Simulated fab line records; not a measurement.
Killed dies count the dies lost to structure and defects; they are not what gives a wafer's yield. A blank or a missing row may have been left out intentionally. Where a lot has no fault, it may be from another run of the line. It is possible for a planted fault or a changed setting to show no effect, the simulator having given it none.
fab line records ; flow rit_cmos
[record] lots = 14; wafers = 42; last_day = 7
route steps=202 shown ACTIVE@12 FOX2@80 CONTACT@177
lots that met no fault: taken from a fault-free run of the same line
start_h: the number of hours between the record's first day and the start of the first shown wafer of the lot ; wait_h: hours since the lot's step before ; " repeats the value in the row above ; L1.1+2: a single row standing in for several wafers ; - no value, or no start was given ; * or withheld: withheld ; < > ~ a bound
route shown NAME@n: a module of which the file shows steps, and the number in the route of the first ; usual: the fault-free wafers' mean and standard deviation ; same: alike in all rows ; chamber/n: place in a boat ; sites: each site's reading ; _std_site: standard deviation of those values ; _edge_site: mean of outer sites minus mean of inner sites ; radius_mm: for every site, how far away it sits from the centre of the wafer ; mask NAME#n: copy n ; behind: the tool/chamber that last shaped the wafer ; hold: the reason the lot was held/the length of the hold in hours/how it ended ; device: the transistor (n, p or np) that didn't switch ; end of line: at the end of the route, the tests of the same wafers ; a step with no rows: only its recipe ; killed: count of dies lost to structure and defects at first sort (not the wafer's yield) ; map: a wafer's dies, x killed, . not, _ none there
set.NAME: the setting the step ran with; set.NAME@STEP: the setting that earlier step ran with ; model.NAME: the simulator's own value behind a step, which no gauge read
one table for each step of the route and one row for each wafer, over a sample of lots
services: the hour from which a tool's chamber was out of use, counted from the record's first day as start_h (under 0 if before that day), plus the number of hours and why
[[steps]]
[step RIT_ACTIVE_CD_MEAS_11]
[recipe] target_cd_nm = 1400
[usual] cd_nm = 1400.5/2.3
lot.wafer;tool;chamber;start_h;wait_h;cd_nm
L289.3;cd_sem-02;-;19.83;-;1398.9
L289.5;cd_sem-02;-;19.83;-;1399.7
L289.6;cd_sem-02;-;19.83;-;1399.7
L290.2;cd_sem-01;-;24.50;-;1399.4
L290.3;cd_sem-01;-;24.50;-;1397.8
L290.5;cd_sem-01;-;24.50;-;1399.3
L292.1;cd_sem-02;-;34.96;-;1399.4
L292.2;cd_sem-02;-;34.96;-;1402.4
L292.5;cd_sem-02;-;34.96;-;1401.9
L293.1;cd_sem-02;-;40.15;-;1398.8
L293.5;cd_sem-02;-;40.15;-;1401.4
L293.6;cd_sem-02;-;40.15;-;1399.9
L294.2;cd_sem-02;-;44.58;-;1405.2
L294.5;cd_sem-02;-;44.58;-;1406.0
L294.6;cd_sem-02;-;44.58;-;1406.0
L295.4;cd_sem-01;-;49.61;-;1400.8
L295.5;cd_sem-01;-;49.61;-;1400.3
L295.6;cd_sem-01;-;49.61;-;1401.1
L296.2;cd_sem-02;-;54.58;-;1398.5
L296.5;cd_sem-02;-;54.58;-;1398.1
L296.6;cd_sem-02;-;54.58;-;1398.9
L297.1;cd_sem-01;-;59.44;-;1398.2
L297.2;cd_sem-01;-;59.44;-;1398.3
L297.4;cd_sem-01;-;59.44;-;1398.7
L298.1;cd_sem-01;-;64.56;-;1403.9
L298.3;cd_sem-01;-;64.56;-;1403.4
L298.6;cd_sem-01;-;64.56;-;1406.3
L299.1;cd_sem-01;-;69.56;-;1402.4
L299.2;cd_sem-01;-;69.56;-;1404.5
L299.6;cd_sem-01;-;69.56;-;1403.1
L300.1;cd_sem-01;-;74.44;-;1398.5
L300.2;cd_sem-01;-;74.44;-;1398.2
L300.5;cd_sem-01;-;74.44;-;1397.6
L301.2;cd_sem-01;-;79.46;-;1400.2
L301.3;cd_sem-01;-;79.46;-;1399.7
L301.5;cd_sem-01;-;79.46;-;1400.2
L307.1;cd_sem-02;-;109.56;-;1399.0
L307.3;cd_sem-02;-;109.56;-;1399.3
L307.5;cd_sem-02;-;109.56;-;1401.9
L311.1;cd_sem-01;-;129.56;-;1401.3
L311.3;cd_sem-01;-;129.56;-;1400.5
L311.5;cd_sem-01;-;129.56;-;1401.9
[step RIT_ACTIVE_ETCH_13]
[recipe] stop_on = SiO2; chemistry = SF6; target = Si3N4; time_s = 210; over_etch_frac = 0.4; SF6_flow_sccm = 200; pressure_mtorr = 260; rf_w = 125; target_depth_a = 2100
[usual] SF6_flow_sccm = 199.9/0.6; chamber_pressure_mTorr = 260.00/0.22; drypump_motor_current_A = 5.9/0.36; oes_product_au = 0.823/0.015; throttle_valve_pct = 7.44/0.094
lot.wafer;tool;chamber;start_h;wait_h;SF6_flow_sccm;chamber_pressure_mTorr;drypump_motor_current_A;oes_product_au;rf_hours_counter_h;throttle_valve_pct
L289.3;rie_diel-04;0;20.06;0.1;200.5;259.99;5.9;0.832;121;7.49
L289.5;rie_diel-04;2;20.06;0.1;199.8;260.24;5.7;0.841;-;7.40
L289.6;rie_diel-04;1;20.06;0.1;199.8;260.10;6.2;0.811;-;7.53
L290.2;rie_diel-04;2;24.75;0.1;199.6;260.11;5.7;0.836;107;7.39
L290.3;rie_diel-04;3;24.75;0.1;199.0;260.17;5.8;0.849;58;7.43
L290.5;rie_diel-04;1;24.75;0.1;200.4;259.83;6.2;0.814;-;7.53
L292.1;rie_diel-02;3;35.23;0.1;201.1;260.11;5.5;0.832;96;7.59
L292.2;rie_diel-02;1;35.23;0.1;199.2;260.04;5.8;0.826;52;7.22
L292.5;rie_diel-02;0;35.23;0.1;199.3;259.73;6.4;0.820;-;7.43
L293.1;rie_diel-04;2;40.42;0.1;200.1;260.23;5.6;0.843;108;7.39
L293.5;rie_diel-04;2;40.42;0.1;201.0;260.36;5.6;0.837;-;7.38
L293.6;rie_diel-04;1;40.42;0.1;200.4;259.87;6.1;0.834;-;7.54
L294.2;rie_diel-03;2;44.83;0.1;200.5;260.00;6.7;0.795;50;7.46
L294.5;rie_diel-03;0;44.83;0.1;199.8;260.16;5.7;0.821;-;7.47
L294.6;rie_diel-03;3;44.83;0.1;199.0;260.24;5.7;0.807;-;7.36
L295.4;rie_diel-02;1;49.88;0.1;200.0;259.66;5.9;0.829;-;7.23
L295.5;rie_diel-02;0;49.88;0.1;198.7;260.04;6.4;0.814;-;7.43
L295.6;rie_diel-02;3;49.88;0.1;199.4;260.22;5.4;0.833;-;7.59
L296.2;rie_diel-04;2;54.83;0.1;199.8;260.03;5.7;0.830;108;7.38
L296.5;rie_diel-04;1;54.83;0.1;199.8;259.91;6.2;0.812;-;7.54
L296.6;rie_diel-04;0;54.83;0.1;199.9;260.08;5.9;0.836;-;7.48
L297.1;rie_diel-03;2;59.71;0.1;200.1;259.90;6.7;0.811;50;7.49
L297.2;rie_diel-03;0;59.71;0.1;200.4;260.25;5.7;0.830;140;7.48
L297.4;rie_diel-03;1;59.71;0.1;200.4;260.11;5.5;0.839;159;7.33
L298.1;rie_diel-03;1;64.83;0.1;199.2;259.87;5.5;0.829;159;7.31
L298.3;rie_diel-03;0;64.83;0.1;200.7;260.45;5.6;0.825;140;7.48
L298.6;rie_diel-03;2;64.83;0.1;199.8;259.90;6.7;0.807;-;7.47
L299.1;rie_diel-04;1;69.83;0.1;-;-;-;-;-;-
L299.2;rie_diel-04;3;69.83;0.1;-;-;-;-;-;-
L299.6;rie_diel-04;1;69.83;0.1;-;-;-;-;-;-
L300.1;rie_diel-03;3;74.71;0.1;-;-;-;-;-;-
L300.2;rie_diel-03;0;74.71;0.1;-;-;-;-;-;-
L300.5;rie_diel-03;1;74.71;0.1;-;-;-;-;-;-
L301.2;rie_diel-02;1;79.71;0.1;199.7;259.58;5.8;0.828;53;7.23
L301.3;rie_diel-02;3;79.71;0.1;200.0;260.02;5.4;0.823;97;7.59
L301.5;rie_diel-02;0;79.71;0.1;199.6;260.11;6.4;0.809;-;7.44
L307.1;rie_diel-02;2;109.83;0.1;200.0;260.16;5.5;0.795;148;7.46
L307.3;rie_diel-02;0;109.83;0.1;200.1;260.45;6.4;0.809;139;7.43
L307.5;rie_diel-02;3;109.83;0.1;200.1;260.07;5.5;0.825;-;7.60
L311.1;rie_diel-04;1;129.83;0.1;200.0;260.49;6.1;0.813;117;7.54
L311.3;rie_diel-04;0;129.83;0.1;199.4;259.38;5.9;0.825;123;7.48
L311.5;rie_diel-04;2;129.83;0.1;200.1;259.93;5.7;0.842;-;7.38
[step RIT_ACTIVE_CD_MEAS_90]
[recipe] target_cd_nm = 1400
[usual] cd_nm = 1400.5/2.4
lot.wafer;tool;chamber;start_h;wait_h;cd_nm
L289.3;cd_sem-01;-;20.41;0.1;1399.2
L289.5;cd_sem-01;-;20.41;0.1;1399.4
L289.6;cd_sem-01;-;20.41;0.1;1399.8
L290.2;cd_sem-02;-;25.08;0.1;1399.4
L290.3;cd_sem-02;-;25.08;0.1;1397.7
L290.5;cd_sem-02;-;25.08;0.1;1399.5
L292.1;cd_sem-02;-;35.53;0.1;1399.5
L292.2;cd_sem-02;-;35.53;0.1;1402.3
L292.5;cd_sem-02;-;35.53;0.1;1401.1
L293.1;cd_sem-01;-;40.73;0.1;1399.1
L293.5;cd_sem-01;-;40.73;0.1;1401.8
L293.6;cd_sem-01;-;40.73;0.1;1399.8
L294.2;cd_sem-01;-;45.16;0.1;1405.3
L294.5;cd_sem-01;-;45.16;0.1;1405.7
L294.6;cd_sem-01;-;45.16;0.1;1406.3
L295.4;cd_sem-01;-;50.18;0.1;1400.5
L295.5;cd_sem-01;-;50.18;0.1;1400.1
L295.6;cd_sem-01;-;50.18;0.1;1401.1
L296.2;cd_sem-01;-;55.16;0.1;1398.2
L296.5;cd_sem-01;-;55.16;0.1;1397.8
L296.6;cd_sem-01;-;55.16;0.1;1398.6
L297.1;cd_sem-02;-;60.02;0.1;1398.4
L297.2;cd_sem-02;-;60.02;0.1;1397.5
L297.4;cd_sem-02;-;60.02;0.1;1398.5
L298.1;cd_sem-01;-;65.14;0.1;1403.9
L298.3;cd_sem-01;-;65.14;0.1;1403.1
L298.6;cd_sem-01;-;65.14;0.1;1406.8
L299.1;cd_sem-02;-;70.14;0.1;-
L299.2;cd_sem-02;-;70.14;0.1;-
L299.6;cd_sem-02;-;70.14;0.1;-
L300.1;cd_sem-02;-;75.02;0.1;-
L300.2;cd_sem-02;-;75.02;0.1;-
L300.5;cd_sem-02;-;75.02;0.1;-
L301.2;cd_sem-02;-;80.04;0.1;1400.0
L301.3;cd_sem-02;-;80.04;0.1;1399.4
L301.5;cd_sem-02;-;80.04;0.1;1400.2
L307.1;cd_sem-01;-;110.14;0.1;1398.9
L307.3;cd_sem-01;-;110.14;0.1;1398.7
L307.5;cd_sem-01;-;110.14;0.1;1401.4
L311.1;cd_sem-01;-;130.14;0.1;1401.3
L311.3;cd_sem-01;-;130.14;0.1;1401.4
L311.5;cd_sem-01;-;130.14;0.1;1401.7
[step RIT_FOX2_THK_MEAS_91]
[recipe] reads = SiO2_of_FOX2_OXIDATION_00
[usual] FIELD_OXIDE_LEFT_2_THK = 257/6.3
lot.wafer;tool;chamber;start_h;wait_h;FIELD_OXIDE_LEFT_2_THK[nm]
L289.3;film_metro-01;-;37.13;0.0;270
L289.5;film_metro-01;-;37.13;0.0;277
L289.6;film_metro-01;-;37.13;0.0;276
L290.2;film_metro-03;-;42.94;0.0;254
L290.3;film_metro-03;-;42.94;0.0;264
L290.5;film_metro-03;-;42.94;0.0;261
L292.1;film_metro-02;-;53.49;0.0;260
L292.2;film_metro-02;-;53.49;0.0;254
L292.5;film_metro-02;-;53.49;0.0;257
L293.1;film_metro-03;-;57.49;0.0;251
L293.5;film_metro-03;-;57.49;0.0;254
L293.6;film_metro-03;-;57.49;0.0;258
L294.2;film_metro-03;-;61.76;0.0;260
L294.5;film_metro-03;-;61.76;0.0;261
L294.6;film_metro-03;-;61.76;0.0;257
L295.4;film_metro-01;-;67.80;0.0;261
L295.5;film_metro-01;-;67.80;0.0;256
L295.6;film_metro-01;-;67.80;0.0;261
L296.2;film_metro-02;-;72.36;0.0;257
L296.5;film_metro-02;-;72.36;0.0;257
L296.6;film_metro-02;-;72.36;0.0;262
L297.1;film_metro-02;-;77.99;0.0;254
L297.2;film_metro-02;-;77.99;0.0;247
L297.4;film_metro-02;-;77.99;0.0;246
L298.1;film_metro-01;-;82.53;0.0;257
L298.3;film_metro-01;-;82.53;0.0;253
L298.6;film_metro-01;-;82.53;0.0;250
L301.2;film_metro-02;-;97.35;0.0;256
L301.3;film_metro-02;-;97.35;0.0;251
L301.5;film_metro-02;-;97.35;0.0;254
L307.1;film_metro-01;-;127.08;0.0;257
L307.3;film_metro-01;-;127.08;0.0;255
L307.5;film_metro-01;-;127.08;0.0;254
L311.1;film_metro-01;-;147.59;0.0;253
L311.3;film_metro-01;-;147.59;0.0;245
L311.5;film_metro-01;-;147.59;0.0;256
[step RIT_CONTACT_OVL_MEAS_09]
[usual] CONTACT_OVL = -0.9/1.2
lot.wafer;tool;chamber;start_h;wait_h;CONTACT_OVL[nm]
L289.3;overlay-01;-;58.12;0.1;0.1
L289.5;overlay-01;-;58.12;0.1;-0.5
L289.6;overlay-01;-;58.12;0.1;-0.3
L290.2;overlay-01;-;64.82;0.1;-1.7
L290.3;overlay-01;-;64.82;0.1;-0.5
L290.5;overlay-01;-;64.82;0.1;-3.4
L292.1;overlay-02;-;73.39;0.1;-3.3
L292.2;overlay-02;-;73.39;0.1;-2.3
L292.5;overlay-02;-;73.39;0.1;-3.0
L293.1;overlay-01;-;77.48;0.1;-0.5
L293.5;overlay-01;-;77.48;0.1;-0.6
L293.6;overlay-01;-;77.48;0.1;0.0
L294.2;overlay-01;-;81.77;0.1;-0.8
L294.5;overlay-01;-;81.77;0.1;-0.2
L294.6;overlay-01;-;81.77;0.1;1.3
L295.4;overlay-02;-;87.95;0.1;0.3
L295.5;overlay-02;-;87.95;0.1;-1.6
L295.6;overlay-02;-;87.95;0.1;-0.4
L296.2;overlay-02;-;92.63;0.1;-0.7
L296.5;overlay-02;-;92.63;0.1;-3.2
L296.6;overlay-02;-;92.63;0.1;-0.8
L297.1;overlay-02;-;98.05;0.1;-1.1
L297.2;overlay-02;-;98.05;0.1;-2.5
L297.4;overlay-02;-;98.05;0.1;-0.9
L298.1;overlay-01;-;101.87;0.1;-1.0
L298.3;overlay-01;-;101.87;0.1;-0.9
L298.6;overlay-01;-;101.87;0.1;-1.6
L301.2;overlay-02;-;117.47;0.1;-2.5
L301.3;overlay-02;-;117.47;0.1;-1.5
L301.5;overlay-02;-;117.47;0.1;-0.9
L307.1;overlay-01;-;146.13;0.1;1.0
L307.3;overlay-01;-;146.13;0.1;1.6
L307.5;overlay-01;-;146.13;0.1;0.4
L311.1;overlay-02;-;169.10;0.1;-1.0
L311.3;overlay-02;-;169.10;0.1;-1.8
L311.5;overlay-02;-;169.10;0.1;-2.5
[[services]]
tool;chamber;start_h;hours;kind
rie_diel-02;3;7.21;1.9;repair
rie_diel-04;-;28.55;2.8;pm
rie_diel-02;2;48.25;9.4;repair
rie_diel-02;-;62.39;2.6;repair
rie_diel-04;2;81.07;4.4;repair
rie_diel-03;1;99.89;-;clean
rie_diel-03;1;99.89;15.5;scheduled_down
rie_diel-03;1;99.89;15.5;vent_cycle
rie_diel-04;-;103.65;0.6;repair
rie_diel-03;-;106.14;1.3;repair
rie_diel-03;-;124.90;0.2;repair
[[key]]
[first_sign] step = RIT_ACTIVE_ETCH_13; reading = tool_record; direction = missing
[effect] step = RIT_ACTIVE_CD_MEAS_90; reading = cd_nm; direction = missing
met_at RIT_ACTIVE_ETCH_13
struck_lots L299,L300
later_rows_left_out L299.1,L299.2,L299.6,L300.1,L300.2,L300.5
sort_left_out L299.1,L299.2,L299.6,L300.1,L300.2,L300.5
tester_left_out L299,L300
not_acting_at RIT_ACTIVE_CD_MEAS_11,RIT_FOX2_THK_MEAS_91,RIT_CONTACT_OVL_MEAS_09
onset_between 64.83 69.83
[fault] kind = skipped_step_whole; tool = rie_diel-03,rie_diel-04; chamber = -; onset_h = 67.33; steps = RIT_ACTIVE_ETCH_13; scope = struck_lots_only
// tester_left_out: of these lots the tester's yield and bins aren't shown, on N5 and GAA mostly nor the transistor test; their killed dies are dies lost to structure and defects alone, not to doping, threshold or leakage, so they don't give the yield
// sort_left_out: the simulated sort isn't trusted on such a fault, so these wafers' sort isn't shown, and their yield isn't known
// later_rows_left_out: the simulator's readings of these wafers behind a module that went badly wrong aren't trusted and aren't shown, but for the sort
